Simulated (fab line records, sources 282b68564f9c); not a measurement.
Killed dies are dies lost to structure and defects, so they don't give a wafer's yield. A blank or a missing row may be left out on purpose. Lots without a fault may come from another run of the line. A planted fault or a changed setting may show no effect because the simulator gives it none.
fab line records | flow rit_cmos
record lots=5 wafers=15 last_day=5
route steps=202 shown SILICIDE@161 CONTACT@168 M1@184
lots that met no fault: from a run of the same line without faults
start_h: hours from the record's first day to the start of the lot's first wafer shown | wait_h: hours since the lot's step before | " the same as in the row above | L1.1+2: a row that stands for several wafers | - no value, or no start given | * or withheld: withheld | < > ~ a bound
route shown NAME@n: a module of which the file shows steps, and the number in the route of the first | usual: mean/standard deviation of fault-free wafers | same: alike in all rows | chamber/n: place in a boat | sites: the reading at each site | _std_site: their standard deviation | _edge_site: outer sites' mean less inner sites' | radius_mm: how far each site lies from the wafer's centre | mask NAME#n: copy n | behind: the tool/chamber that last shaped the wafer | hold: why the lot was held/for how many hours/how that ended | device: the transistor (n, p or np) that didn't switch | end of line: the same wafers' tests at the end of the route | a step without rows: its recipe alone | killed: dies lost to structure and defects at the first sort, not the wafer's yield | map: a wafer's dies, x killed, . not, _ none there
set.NAME: the setting as run; set.NAME@STEP: as run at that earlier step | model.NAME: the simulator's own value behind a step, which no gauge read
lots at some steps of the route; a table a step, a row a wafer
services: from which hour (start_h, from the record's first day; less than 0 if before it) a tool's chamber was out of use, for how many hours, and why
## steps
# step RIT_SILICIDE_WET_ETCH_00
# recipe chemistry=BOE target=SiO2 target_depth_nm=14 time_s=15 dry=n2_spin dilution=10:1 temp_c=21.5
# columns lot.wafer tool chamber start_h wait_h
L077.2+3+4 wet_bench-04 0 72.07 0.1
L079.3+4+6 wet_bench-04 0 81.39 0.1
L081.1+3+4 wet_bench-04 0 90.77 0.1
L082.2+3+5 wet_bench-01 0 94.75 0.1
L088.1+4+5 wet_bench-04 0 124.58 0.1
# step RIT_SILICIDE_SPUTTER_01
# recipe material=Ti target_thk_nm=30 power_w=350 chamber_pressure_pa=0.667 gas=Ar time_s=240 substrate_temp_c=25
# usual throttle_valve_pct=30.4/0.88
# columns lot.wafer tool chamber start_h wait_h throttle_valve_pct
L077.2 pvd_sputter-04 - 72.08 0.0 31.3
L077.3 " - " " 30.6
L077.4 " - " " 31.6
L079.3 pvd_sputter-04 - 81.41 0.0 31.7
L079.4 " - " " 30.2
L079.6 " - " " 29.9
L081.1 pvd_sputter-04 - 90.79 0.0 30.7
L081.3 " - " " 30.3
L081.4 " - " " 31.6
L082.2 pvd_sputter-02 - 94.77 0.0 29.6
L082.3 " - " " 30.5
L082.5 " - " " 29.9
L088.1 pvd_sputter-02 - 124.59 0.0 29.5
L088.4 " - " " 28.7
L088.5 " - " " 29.6
# step RIT_SILICIDE_RS_MEAS_02
# recipe thk_meas_gauge=four-point-probe reads=Ti_of_SILICIDE_SPUTTER_01
# usual SILICIDE_TI_RS=48.2/0.64
# columns lot.wafer tool chamber start_h wait_h SILICIDE_TI_RS[ohm/sq]
L077.2 film_metro-04 - 72.25 0.1 47.8
L077.3 " - " " 47.9
L077.4 " - " " 47.5
L079.3 film_metro-03 - 81.60 0.1 47.8
L079.4 " - " " 48.5
L079.6 " - " " 48.8
L081.1 film_metro-04 - 90.94 0.1 49.0
L081.3 " - " " 49.9
L081.4 " - " " 48.2
L082.2 film_metro-03 - 94.94 0.1 47.9
L082.3 " - " " 48.9
L082.5 " - " " 48.0
L088.1 film_metro-04 - 124.74 0.1 48.5
L088.4 " - " " 48.6
L088.5 " - " " 48.0
# step RIT_SILICIDE_THK_MEAS_03
# recipe thk_meas_gauge=xrf reads=Ti_of_SILICIDE_SPUTTER_01
# usual SILICIDE_TI_THK=29.7/0.32
# columns lot.wafer tool chamber start_h wait_h SILICIDE_TI_THK[nm]
L077.2 film_metro-04 - 72.36 0.1 29.9
L077.3 " - " " 30.0
L077.4 " - " " 30.1
L079.3 film_metro-03 - 81.70 0.1 29.8
L079.4 " - " " 29.6
L079.6 " - " " 29.5
L081.1 film_metro-04 - 91.06 0.1 29.5
L081.3 " - " " 29.0
L081.4 " - " " 29.6
L082.2 film_metro-03 - 95.05 0.1 29.8
L082.3 " - " " 29.4
L082.5 " - " " 29.9
L088.1 film_metro-04 - 124.86 0.1 29.7
L088.4 " - " " 29.5
L088.5 " - " " 29.9
# step RIT_SILICIDE_RTA_04
# recipe temp_c=650 time_s=10 idle_temp_c=25 ramp_up_s=5 ramp_down_s=5 cool_to_c=25 ambient=N2
# usual chamber_o2_ppm=1.994/0.02 wafer_temp_C_max=652.8/0.77
# columns lot.wafer tool chamber start_h wait_h chamber_o2_ppm wafer_temp_C_max
L077.2 rtp_anneal-02 0 72.43 0.1 1.975 652.5
L077.3 " 0 " " 1.973 652.4
L077.4 " 0 " " 1.983 652.9
L079.3 rtp_anneal-02 0 81.76 0.1 1.996 652.2
L079.4 " 0 " " 1.990 652.7
L079.6 " 0 " " 2.002 652.4
L081.1 rtp_anneal-02 0 91.12 0.1 1.991 653.0
L081.3 " 0 " " 1.994 651.8
L081.4 " 0 " " 2.019 652.0
L082.2 rtp_anneal-01 0 95.11 0.1 1.980 652.9
L082.3 " 0 " " 1.974 653.3
L082.5 " 0 " " 1.970 652.5
L088.1 rtp_anneal-01 0 124.92 0.1 2.001 652.9
L088.4 " 0 " " 2.040 652.6
L088.5 " 0 " " 2.043 652.2
# step RIT_SILICIDE_WET_ETCH_05
# recipe chemistry=SPM target=Ti temp_c=90 time_s=120 dry=n2_spin
# columns lot.wafer tool chamber start_h wait_h
L077.2+3+4 wet_bench-01 0 72.48 0.0
L079.3+4+6 wet_bench-04 0 81.80 0.0
L081.1+3+4 wet_bench-03 0 91.18 0.1
L082.2+3+5 wet_bench-04 2 95.16 0.0
L088.1+4+5 wet_bench-04 3 124.99 0.1
# step RIT_SILICIDE_RTA_06
# recipe temp_c=750 time_s=10 idle_temp_c=25 ramp_up_s=5 ramp_down_s=10 cool_to_c=25 ambient=N2
# usual chamber_o2_ppm=1.996/0.024 wafer_temp_C_max=752.9/0.79
# columns lot.wafer tool chamber start_h wait_h chamber_o2_ppm wafer_temp_C_max
L077.2 rtp_anneal-01 0 72.53 0.0 1.985 754.2
L077.3 " 0 " " 1.967 753.3
L077.4 " 0 " " 1.972 752.9
L079.3 rtp_anneal-01 0 81.87 0.0 2.018 753.0
L079.4 " 0 " " 1.988 753.8
L079.6 " 0 " " 1.973 753.6
L081.1 rtp_anneal-01 0 91.22 0.0 2.017 754.0
L081.3 " 0 " " 2.008 753.8
L081.4 " 0 " " 2.003 754.4
L082.2 rtp_anneal-02 0 95.21 0.0 2.002 752.7
L082.3 " 0 " " 2.016 753.0
L082.5 " 0 " " 2.020 752.1
L088.1 rtp_anneal-02 0 125.03 0.0 2.006 751.8
L088.4 " 0 " " 2.024 751.8
L088.5 " 0 " " 2.027 752.2
# step RIT_CONTACT_CVD_00
# recipe material=SiO2 target_thk_nm=400 precursor=TEOS temp_c=390 time_s=61 rf_w=400
# usual heater_power_w=313/55 susceptor_temp_C=389.99/0.2
# columns lot.wafer tool chamber start_h wait_h heater_power_w since_wet_clean_h susceptor_temp_C
L077.2 pecvd-04 0 72.59 0.0 307 223 390.05
L077.3 " 2 " " 366 223 390.61
L077.4 " 1 " " 342 - 389.97
L079.3 pecvd-03 1 81.91 0.0 261 1418 390.02
L079.4 " 1 " " 268 - 389.97
L079.6 " 0 " " 292 - 389.96
L081.1 pecvd-02 2 91.29 0.1 245 1037 389.69
L081.3 " 1 " " 269 1037 390.07
L081.4 " 0 " " 414 - 390.05
L082.2 pecvd-03 1 95.27 0.0 238 1432 389.76
L082.3 " 2 " " 283 1432 389.87
L082.5 " 1 " " 249 - 389.92
L088.1 pecvd-03 2 125.10 0.1 310 1461 390.15
L088.4 " 2 " " 234 - 390.11
L088.5 " 0 " " 358 - 390.19
# step RIT_CONTACT_THK_MEAS_01
# recipe reads=SiO2_of_CONTACT_CVD_00
# usual CONTACT_TEOS_THK=402/5.1
# columns lot.wafer tool chamber start_h wait_h CONTACT_TEOS_THK[nm]
L077.2 film_metro-01 - 72.65 0.0 398
L077.3 " - " " 404
L077.4 " - " " 413
L079.3 film_metro-01 - 81.98 0.0 396
L079.4 " - " " 406
L079.6 " - " " 406
L081.1 film_metro-02 - 91.34 0.0 399
L081.3 " - " " 400
L081.4 " - " " 405
L082.2 film_metro-04 - 95.33 0.0 394
L082.3 " - " " 394
L082.5 " - " " 403
L088.1 film_metro-01 - 125.15 0.0 396
L088.4 " - " " 406
L088.5 " - " " 403
# step RIT_CONTACT_HMDS_02
# recipe prime_time_s=60 prime_temp_c=140
# columns lot.wafer tool chamber start_h wait_h
L077.2+3+4 litho_track-04 0 72.73 0.1
L079.3+4+6 litho_track-04 0 82.07 0.1
L081.1+3+4 litho_track-04 0 91.40 0.1
L082.2+3+5 litho_track-03 0 95.41 0.1
L088.1+4+5 litho_track-03 0 125.21 0.1
# step RIT_CONTACT_COAT_03
# recipe resist=NOVOLAK spin_rpm=3250 resist_thk_nm=1000
# columns lot.wafer tool chamber start_h wait_h
L077.2+3+4 litho_track-04 0 72.88 0.1
L079.3+4+6 litho_track-04 0 82.22 0.1
L081.1+3+4 litho_track-04 0 91.55 0.1
L082.2+3+5 litho_track-03 0 95.56 0.1
L088.1+4+5 litho_track-03 0 125.36 0.1
# step RIT_CONTACT_SOFTBAKE_04
# recipe resist=NOVOLAK temp_c=90 time_s=60
# columns lot.wafer tool chamber start_h wait_h
L077.2+3+4 litho_track-04 0 73.03 0.1
L079.3+4+6 litho_track-04 0 82.37 0.1
L081.1+3+4 litho_track-04 0 91.70 0.1
L082.2+3+5 litho_track-03 0 95.71 0.1
L088.1+4+5 litho_track-03 0 125.51 0.1
# step RIT_CONTACT_EXPOSE_05
# recipe mask_id=M11 na=0.6 source_shape=conventional sigma_outer=0.5 target_cd_nm=1000 dose_mj=250
# columns lot.wafer tool chamber start_h wait_h mask
L077.2+3+4 iline_stepper-01 0 73.29 0.2 M11#0
L079.3+4+6 iline_stepper-01 0 82.51 0.1 M11#0
L081.1+3+4 iline_stepper-02 0 91.85 0.1 M11#0
L082.2+3+5 iline_stepper-01 0 95.98 0.2 M11#0
L088.1+4+5 iline_stepper-02 0 125.66 0.1 M11#0
# step RIT_CONTACT_PEB_06
# recipe resist=NOVOLAK temp_c=withheld time_s=withheld
# columns lot.wafer tool chamber start_h wait_h
L077.2+3+4 litho_track-01 0 73.42 0.1
L079.3+4+6 litho_track-03 0 82.66 0.1
L081.1+3+4 litho_track-04 0 91.97 0.1
L082.2+3+5 litho_track-03 0 96.10 0.1
L088.1+4+5 litho_track-04 0 125.77 0.1
# step RIT_CONTACT_DEVELOP_07
# recipe resist=NOVOLAK develop_time_s=120 dev_temp_c=23
# columns lot.wafer tool chamber start_h wait_h
L077.2+3+4 litho_track-01 0 - -
L079.3+4+6 litho_track-03 0 - -
L081.1+3+4 litho_track-04 0 - -
L082.2+3+5 litho_track-03 0 - -
L088.1+4+5 litho_track-04 0 - -
# step RIT_CONTACT_CD_MEAS_08
# recipe target_cd_nm=1000
# usual cd_nm=999.8/2.1
# columns lot.wafer tool chamber start_h wait_h cd_nm
L077.2 cd_sem-01 - 73.81 - 1004.3
L077.3 " - " " 1003.7
L077.4 " - " " 1002.7
L079.3 cd_sem-02 - 83.05 - 998.2
L079.4 " - " " 997.7
L079.6 " - " " 999.7
L081.1 cd_sem-01 - 92.37 - 998.8
L081.3 " - " " 998.8
L081.4 " - " " 999.0
L082.2 cd_sem-01 - 96.49 - 997.6
L082.3 " - " " 1000.9
L082.5 " - " " 999.0
L088.1 cd_sem-01 - 126.17 - 997.1
L088.4 " - " " 997.2
L088.5 " - " " 997.9
# step RIT_CONTACT_OVL_MEAS_09
# usual CONTACT_OVL=0.6/1.3
# columns lot.wafer tool chamber start_h wait_h CONTACT_OVL[nm]
L077.2 overlay-01 - 73.92 0.1 1.7
L077.3 " - " " 0.4
L077.4 " - " " 2.0
L079.3 overlay-02 - 83.14 0.1 1.4
L079.4 " - " " 1.6
L079.6 " - " " 1.0
L081.1 overlay-02 - 92.49 0.1 -1.2
L081.3 " - " " -1.5
L081.4 " - " " -0.4
L082.2 overlay-01 - 96.60 0.1 0.5
L082.3 " - " " 0.1
L082.5 " - " " 0.0
L088.1 overlay-02 - 126.29 0.1 -0.4
L088.4 " - " " 0.0
L088.5 " - " " -0.1
# step RIT_CONTACT_HARDBAKE_10
# recipe resist=NOVOLAK temp_c=140 time_s=60
# columns lot.wafer tool chamber start_h wait_h
L077.2+3+4 litho_track-01 0 73.97 0.0
L079.3+4+6 litho_track-01 0 83.27 0.1
L081.1+3+4 litho_track-04 0 92.52 0.0
L082.2+3+5 litho_track-01 0 96.84 0.2
L088.1+4+5 litho_track-01 0 126.33 0.0
# step RIT_CONTACT_ETCH_11
# recipe target_depth_a=4800 over_etch_frac=0.2 stop_on=TiSi2 chemistry=CHF3/CF4/Ar target=SiO2 CHF3_flow_sccm=50 cf4_flow_sccm=10 Ar_flow_sccm=100 O2_flow_sccm=5 pressure_mtorr=100 rf_w=200 time_s=320
# usual CHF3_flow_sccm=50.01/0.14 drypump_motor_current_A=5.7/0.48 mfc_ar_sccm=100.0/0.31 oes_product_au=0.989/0.015 throttle_valve_pct=8.80/0.1
# columns lot.wafer tool chamber start_h wait_h CHF3_flow_sccm drypump_motor_current_A mfc_ar_sccm oes_product_au rf_hours_counter_h throttle_valve_pct
L077.2 rie_diel-04 2 74.10 0.1 49.86 5.5 100.0 0.971 6 8.78
L077.3 " 0 " " 49.94 5.5 100.0 0.992 12 8.98
L077.4 " 1 " " 49.79 5.8 99.8 0.973 4 8.82
L079.3 rie_diel-02 2 83.37 0.1 50.11 6.4 100.0 1.014 113 8.83
L079.4 " 0 " " 50.01 5.0 99.6 0.998 135 8.81
L079.6 " 3 " " 49.78 6.5 99.9 0.994 - 8.86
L081.1 rie_diel-03 3 92.67 0.1 49.72 5.8 99.8 0.983 127 8.75
L081.3 " 1 " " 49.84 5.5 100.1 0.994 33 8.95
L081.4 " 0 " " 49.87 5.5 100.2 0.999 120 8.65
L082.2 rie_diel-04 1 96.96 0.1 50.13 5.8 100.4 0.975 5 8.81
L082.3 " 2 " " 50.09 5.5 100.1 0.972 7 8.80
L082.5 " 1 " " 50.15 5.9 99.9 0.972 - 8.82
L088.1 rie_diel-04 1 126.48 0.1 50.02 5.8 100.1 0.975 6 8.81
L088.4 " 1 " " 49.95 5.9 100.2 0.970 - 8.80
L088.5 " 2 " " 49.83 5.5 100.4 0.974 - 8.78
# step RIT_CONTACT_STRIP_12
# recipe chemistry=O2 time_s=180 resist=NOVOLAK platen_temp_c=withheld power_w=500 pressure_mtorr=4000 o2_flow_sccm=4000
# usual drypump_motor_current_A=5.5/0.41
# columns lot.wafer tool chamber start_h wait_h drypump_motor_current_A rf_hours_counter_h
L077.2 plasma_asher-04 0 74.29 0.1 5.3 42
L077.3 " 0 " " 5.3 -
L077.4 " 1 " " 6.0 -
L079.3 plasma_asher-04 0 83.63 0.2 5.3 -
L079.4 " 1 " " 6.1 -
L079.6 " 1 " " 6.1 -
L081.1 plasma_asher-03 0 92.87 0.1 5.2 47
L081.3 " 0 " " 5.3 -
L081.4 " 1 " " 6.1 -
L082.2 plasma_asher-02 1 97.16 0.1 5.1 32
L082.3 " 0 " " 5.3 -
L082.5 " 1 " " 5.1 -
L088.1 plasma_asher-02 0 126.67 0.1 5.3 35
L088.4 " 0 " " 5.3 -
L088.5 " 0 " " 5.3 -
# step RIT_CONTACT_CD_MEAS_90
# recipe target_cd_nm=1000
# usual cd_nm=999.8/2.1
# columns lot.wafer tool chamber start_h wait_h cd_nm
L077.2 cd_sem-02 - 74.49 0.1 1004.6
L077.3 " - " " 1003.6
L077.4 " - " " 1001.9
L079.3 cd_sem-02 - 83.78 0.1 998.3
L079.4 " - " " 997.4
L079.6 " - " " 1000.1
L081.1 cd_sem-02 - 93.04 0.1 998.9
L081.3 " - " " 998.2
L081.4 " - " " 998.2
L082.2 cd_sem-02 - 97.35 0.1 997.5
L082.3 " - " " 1001.2
L082.5 " - " " 999.1
L088.1 cd_sem-02 - 126.85 0.1 996.1
L088.4 " - " " 996.2
L088.5 " - " " 997.9
# step RIT_CONTACT_CLEAN_13
# recipe chemistry=SC1 mix=3:3:50 time_s=600 temp_c=75
# columns lot.wafer tool chamber start_h wait_h
L077.2+3+4 wet_bench-02 0 74.59 0.1
L079.3+4+6 wet_bench-01 1 83.86 0.1
L081.1+3+4 wet_bench-02 1 93.16 0.1
L082.2+3+5 wet_bench-01 0 97.45 0.1
L088.1+4+5 wet_bench-03 1 126.97 0.1
# step RIT_CONTACT_CLEAN_14
# recipe chemistry=SC2 mix=3:3:50 time_s=600 temp_c=75 dry=n2_spin
# columns lot.wafer tool chamber start_h wait_h
L077.2+3+4 wet_bench-03 3 74.78 0.0
L079.3+4+6 wet_bench-03 3 84.05 0.0
L081.1+3+4 wet_bench-03 1 93.34 0.0
L082.2+3+5 wet_bench-02 0 97.63 0.0
L088.1+4+5 wet_bench-01 3 127.32 0.0
# step RIT_M1_SPUTTER_00
# recipe material=Al target_thk_nm=400 power_w=2000 chamber_pressure_pa=0.4 gas=Ar time_s=500 substrate_temp_c=25
# usual throttle_valve_pct=29.8/0.95
# columns lot.wafer tool chamber start_h wait_h throttle_valve_pct
L077.2 pvd_sputter-01 - 74.97 0.0 29.3
L077.3 " - " " 30.2
L077.4 " - " " 30.5
L079.3 pvd_sputter-01 - 84.23 0.0 30.2
L079.4 " - " " 29.2
L079.6 " - " " 29.0
L081.1 pvd_sputter-01 - 93.51 0.0 30.2
L081.3 " - " " 30.3
L081.4 " - " " 30.9
L082.2 pvd_sputter-03 - 97.80 0.0 31.1
L082.3 " - " " 28.3
L082.5 " - " " 30.2
L088.1 pvd_sputter-03 - 127.49 0.0 29.2
L088.4 " - " " 30.2
L088.5 " - " " 28.2
# step RIT_M1_RS_MEAS_01
# recipe thk_meas_gauge=four-point-probe reads=Al_of_M1_SPUTTER_00
# usual M1_AL_RS=0.0738/0.00083
# columns lot.wafer tool chamber start_h wait_h M1_AL_RS[ohm/sq]
L077.2 film_metro-02 - 75.28 0.2 0.0739
L077.3 " - " " 0.0746
L077.4 " - " " 0.0750
L079.3 film_metro-03 - 84.56 0.2 0.0731
L079.4 " - " " 0.0728
L079.6 " - " " 0.0727
L081.1 film_metro-02 - 93.81 0.1 0.0731
L081.3 " - " " 0.0728
L081.4 " - " " 0.0732
L082.2 film_metro-02 - 98.12 0.2 0.0738
L082.3 " - " " 0.0734
L082.5 " - " " 0.0756
L088.1 film_metro-02 - 127.79 0.1 0.0729
L088.4 " - " " 0.0747
L088.5 " - " " 0.0728
# step RIT_M1_THK_MEAS_02
# recipe thk_meas_gauge=xrf reads=Al_of_M1_SPUTTER_00
# usual M1_AL_THK=397/4.5
# columns lot.wafer tool chamber start_h wait_h M1_AL_THK[nm]
L077.2 film_metro-02 - 75.39 0.1 396
L077.3 " - " " 390
L077.4 " - " " 391
L079.3 film_metro-03 - 84.66 0.1 400
L079.4 " - " " 402
L079.6 " - " " 402
L081.1 film_metro-02 - 93.93 0.1 400
L081.3 " - " " 401
L081.4 " - " " 399
L082.2 film_metro-02 - 98.23 0.1 401
L082.3 " - " " 402
L082.5 " - " " 388
L088.1 film_metro-02 - 127.91 0.1 401
L088.4 " - " " 393
L088.5 " - " " 401
# step RIT_M1_HMDS_03
# recipe prime_time_s=60 prime_temp_c=140
# columns lot.wafer tool chamber start_h wait_h
L077.2+3+4 litho_track-04 0 75.47 0.1
L079.3+4+6 litho_track-02 0 84.75 0.1
L081.1+3+4 litho_track-02 0 93.99 0.1
L082.2+3+5 litho_track-02 0 98.30 0.1
L088.1+4+5 litho_track-02 0 127.97 0.1
# step RIT_M1_COAT_04
# recipe resist=NOVOLAK spin_rpm=2000 resist_thk_nm=1300
# columns lot.wafer tool chamber start_h wait_h
L077.2+3+4 litho_track-04 0 75.62 0.1
L079.3+4+6 litho_track-02 0 84.90 0.1
L081.1+3+4 litho_track-02 0 94.14 0.1
L082.2+3+5 litho_track-02 0 98.45 0.1
L088.1+4+5 litho_track-02 0 128.12 0.1
# step RIT_M1_SOFTBAKE_05
# recipe resist=NOVOLAK temp_c=90 time_s=60
# columns lot.wafer tool chamber start_h wait_h
L077.2+3+4 litho_track-04 0 75.77 0.1
L079.3+4+6 litho_track-02 0 85.05 0.1
L081.1+3+4 litho_track-02 0 94.29 0.1
L082.2+3+5 litho_track-02 0 98.60 0.1
L088.1+4+5 litho_track-02 0 128.27 0.1
# step RIT_M1_EXPOSE_06
# recipe mask_id=M12 na=0.6 source_shape=conventional sigma_outer=0.5 target_cd_nm=2600 dose_mj=250
# columns lot.wafer tool chamber start_h wait_h mask
L077.2+3+4 iline_stepper-01 0 76.04 0.2 M12#0
L079.3+4+6 iline_stepper-02 0 85.19 0.1 M12#0
L081.1+3+4 iline_stepper-02 0 94.44 0.1 M12#0
L082.2+3+5 iline_stepper-01 0 98.99 0.4 M12#0
L088.1+4+5 iline_stepper-01 0 128.42 0.1 M12#0
# step RIT_M1_PEB_07
# recipe resist=NOVOLAK temp_c=withheld time_s=withheld
# columns lot.wafer tool chamber start_h wait_h
L077.2+3+4 litho_track-04 0 76.16 0.1
L079.3+4+6 litho_track-02 0 85.32 0.1
L081.1+3+4 litho_track-02 0 94.55 0.1
L082.2+3+5 litho_track-02 0 99.11 0.1
L088.1+4+5 litho_track-01 0 128.53 0.1
# step RIT_M1_DEVELOP_08
# recipe resist=NOVOLAK develop_time_s=68 dev_temp_c=23
# columns lot.wafer tool chamber start_h wait_h
L077.2+3+4 litho_track-04 0 - -
L079.3+4+6 litho_track-02 0 - -
L081.1+3+4 litho_track-02 0 - -
L082.2+3+5 litho_track-02 0 - -
L088.1+4+5 litho_track-01 0 - -
# step RIT_M1_CD_MEAS_09
# recipe target_cd_nm=2600
# usual cd_nm=2600.6/1.8
# columns lot.wafer tool chamber start_h wait_h cd_nm
L077.2 cd_sem-01 - 76.47 - 2597.5
L077.3 " - " " 2599.9
L077.4 " - " " 2602.0
L079.3 cd_sem-02 - 85.62 - 2603.6
L079.4 " - " " 2601.9
L079.6 " - " " 2600.9
L081.1 cd_sem-01 - 94.87 - 2603.6
L081.3 " - " " 2604.1
L081.4 " - " " 2604.0
L082.2 cd_sem-01 - 99.42 - 2599.6
L082.3 " - " " 2602.3
L082.5 " - " " 2599.9
L088.1 cd_sem-01 - 128.85 - 2601.7
L088.4 " - " " 2602.6
L088.5 " - " " 2604.8
# step RIT_M1_OVL_MEAS_10
# usual M1_OVL=0.3/1.5
# columns lot.wafer tool chamber start_h wait_h M1_OVL[nm]
L077.2 overlay-01 - 76.57 0.1 -1.5
L077.3 " - " " -1.3
L077.4 " - " " 0.2
L079.3 overlay-02 - 85.72 0.1 1.0
L079.4 " - " " -0.2
L079.6 " - " " 1.4
L081.1 overlay-01 - 94.99 0.1 -0.6
L081.3 " - " " 0.3
L081.4 " - " " 0.9
L082.2 overlay-02 - 99.52 0.1 0.8
L082.3 " - " " -1.1
L082.5 " - " " -0.4
L088.1 overlay-01 - 128.97 0.1 -1.5
L088.4 " - " " 0.1
L088.5 " - " " 1.7
# step RIT_M1_HARDBAKE_11
# recipe resist=NOVOLAK temp_c=140 time_s=120
# columns lot.wafer tool chamber start_h wait_h
L077.2+3+4 litho_track-04 0 76.65 0.1
L079.3+4+6 litho_track-01 0 85.89 0.2
L081.1+3+4 litho_track-01 0 95.02 0.0
L082.2+3+5 litho_track-02 0 99.60 0.1
L088.1+4+5 litho_track-04 0 129.27 0.3
# step RIT_M1_METAL_ETCH_12
# recipe stop_on=SiO2 chemistry=Cl2/BCl3 target=Al time_s=165 over_etch_frac=0.5 pressure_mtorr=100 target_depth_a=6000 rf_w=250 Cl2_flow_sccm=60 bcl3_flow_sccm=50
# usual drypump_motor_current_A=5.5/0.34 oes_product_au=0.774/0.014 throttle_valve_pct=8.29/0.15
# columns lot.wafer tool chamber start_h wait_h drypump_motor_current_A oes_product_au rf_hours_counter_h throttle_valve_pct
L077.2 rie_metal-03 1 76.85 0.2 5.3 0.782 3 8.02
L077.3 " 1 " " 5.3 0.780 - 8.03
L077.4 " 0 " " 5.0 0.764 - 8.26
L079.3 rie_metal-02 0 86.12 0.2 5.3 0.772 - 8.32
L079.4 " 1 " " 6.1 0.814 - 8.24
L079.6 " 1 " " 6.1 0.804 - 8.25
L081.1 rie_metal-01 1 95.27 0.2 5.7 0.773 4 8.50
L081.3 " 0 " " 5.6 0.767 - 8.38
L081.4 " 1 " " 5.7 0.783 - 8.50
L082.2 rie_metal-02 1 99.80 0.2 6.1 0.807 35 8.25
L082.3 " 1 " " 6.1 0.795 - 8.24
L082.5 " 1 " " 6.1 0.788 - 8.25
L088.1 rie_metal-02 1 129.52 0.2 6.1 0.811 35 8.25
L088.4 " 1 " " 6.1 0.796 - 8.24
L088.5 " 1 " " 6.1 0.805 - 8.24
# step RIT_M1_STRIP_13
# recipe chemistry=nmp resist=NOVOLAK temp_c=80 time_s=600 dry=n2_spin
# columns lot.wafer tool chamber start_h wait_h
L077.2+3+4 wet_bench-04 2 77.02 0.1
L079.3+4+6 wet_bench-02 3 86.22 0.1
L081.1+3+4 wet_bench-02 3 95.44 0.1
L082.2+3+5 wet_bench-04 2 99.97 0.1
L088.1+4+5 wet_bench-04 1 129.68 0.1
# step RIT_M1_STRIP_14
# recipe chemistry=O2 time_s=180 platen_temp_c=withheld power_w=500 pressure_mtorr=4000 o2_flow_sccm=4000
# usual drypump_motor_current_A=5.4/0.44
# columns lot.wafer tool chamber start_h wait_h drypump_motor_current_A rf_hours_counter_h
L077.2 plasma_asher-01 0 77.19 0.0 5.8 40
L077.3 " 0 " " 5.8 -
L077.4 " 1 " " 4.8 -
L079.3 plasma_asher-02 1 86.47 0.1 5.1 -
L079.4 " 0 " " 5.3 -
L079.6 " 0 " " 5.3 -
L081.1 plasma_asher-02 0 95.61 0.0 5.3 32
L081.3 " 1 " " 5.1 -
L081.4 " 0 " " 5.3 -
L082.2 plasma_asher-02 0 100.14 0.0 5.3 32
L082.3 " 0 " " 5.3 -
L082.5 " 0 " " 5.2 -
L088.1 plasma_asher-03 1 129.86 0.0 6.0 1
L088.4 " 0 " " 5.2 -
L088.5 " 1 " " 6.0 -
# step RIT_M1_CD_MEAS_90
# recipe target_cd_nm=2600
# usual cd_nm=2601.1/2.5
# columns lot.wafer tool chamber start_h wait_h cd_nm
L077.2 cd_sem-01 - 77.39 0.1 2598.6
L077.3 " - " " 2601.6
L077.4 " - " " 2603.6
L079.3 cd_sem-02 - 86.63 0.1 2605.8
L079.4 " - " " 2604.3
L079.6 " - " " 2602.3
L081.1 cd_sem-01 - 95.79 0.1 2603.5
L081.3 " - " " 2605.0
L081.4 " - " " 2604.3
L082.2 cd_sem-02 - 100.34 0.1 2600.5
L082.3 " - " " 2602.8
L082.5 " - " " 2600.8
L088.1 cd_sem-01 - 130.03 0.1 2603.7
L088.4 " - " " 2605.0
L088.5 " - " " 2608.0
# step RIT_M1_ANNEAL_15
# recipe temp_c=450 time_s=1800 ambient=forming_gas_H2N2
# columns lot.wafer tool chamber start_h wait_h
L077.2+3+4 furnace-02 0 77.49 0.1
L079.3+4+6 furnace-02 0 86.71 0.1
L081.1+3+4 furnace-02 0 95.91 0.1
L082.2+3+5 furnace-02 0 100.44 0.1
L088.1+4+5 furnace-02 0 130.15 0.1
# step RIT_M1_BOW_MEAS_16
# recipe mode=bow
# usual M1_BOW=18/6.4
# columns lot.wafer tool chamber start_h wait_h M1_BOW[um]
L077.2 film_metro-03 - 79.01 0.0 28
L077.3 " - " " 19
L077.4 " - " " 4
L079.3 film_metro-01 - 88.25 0.0 24
L079.4 " - " " 16
L079.6 " - " " 27
L081.1 film_metro-02 - 97.41 0.0 8
L081.3 " - " " 12
L081.4 " - " " 24
L082.2 film_metro-01 - 101.96 0.0 13
L082.3 " - " " 24
L082.5 " - " " 10
L088.1 film_metro-03 - 131.65 0.0 21
L088.4 " - " " 26
L088.5 " - " " 21
## services
# columns tool chamber start_h hours kind
pecvd-04 - 61.48 6.0 pm
iline_stepper-01 - 61.48 1.7 pm
iline_stepper-01 0 71.56 - calibration
pecvd-04 - 73.50 5.5 pm
rie_metal-02 - 74.31 1.8 repair
rie_metal-02 - 83.32 1.4 pm
rie_diel-04 3 86.84 2.3 repair
plasma_asher-03 - 86.96 2.8 repair
iline_stepper-02 - 95.08 4.4 pm
iline_stepper-01 - 106.96 4.4 pm
plasma_asher-03 - 108.75 9.0 pm
plasma_asher-03 0 108.75 9.0 vent_cycle
plasma_asher-03 1 108.75 9.0 vent_cycle
iline_stepper-02 - 115.69 1.7 pm
plasma_asher-03 0 117.75 - clean
plasma_asher-03 1 117.75 - clean
pvd_sputter-01 - 121.86 6.6 repair
rie_diel-04 0 125.20 9.8 repair
wet_bench-02 - 126.56 1.8 repair
rie_diel-04 - 128.07 13.8 repair
rie_diel-04 3 129.12 3.5 repair
## key
fault none
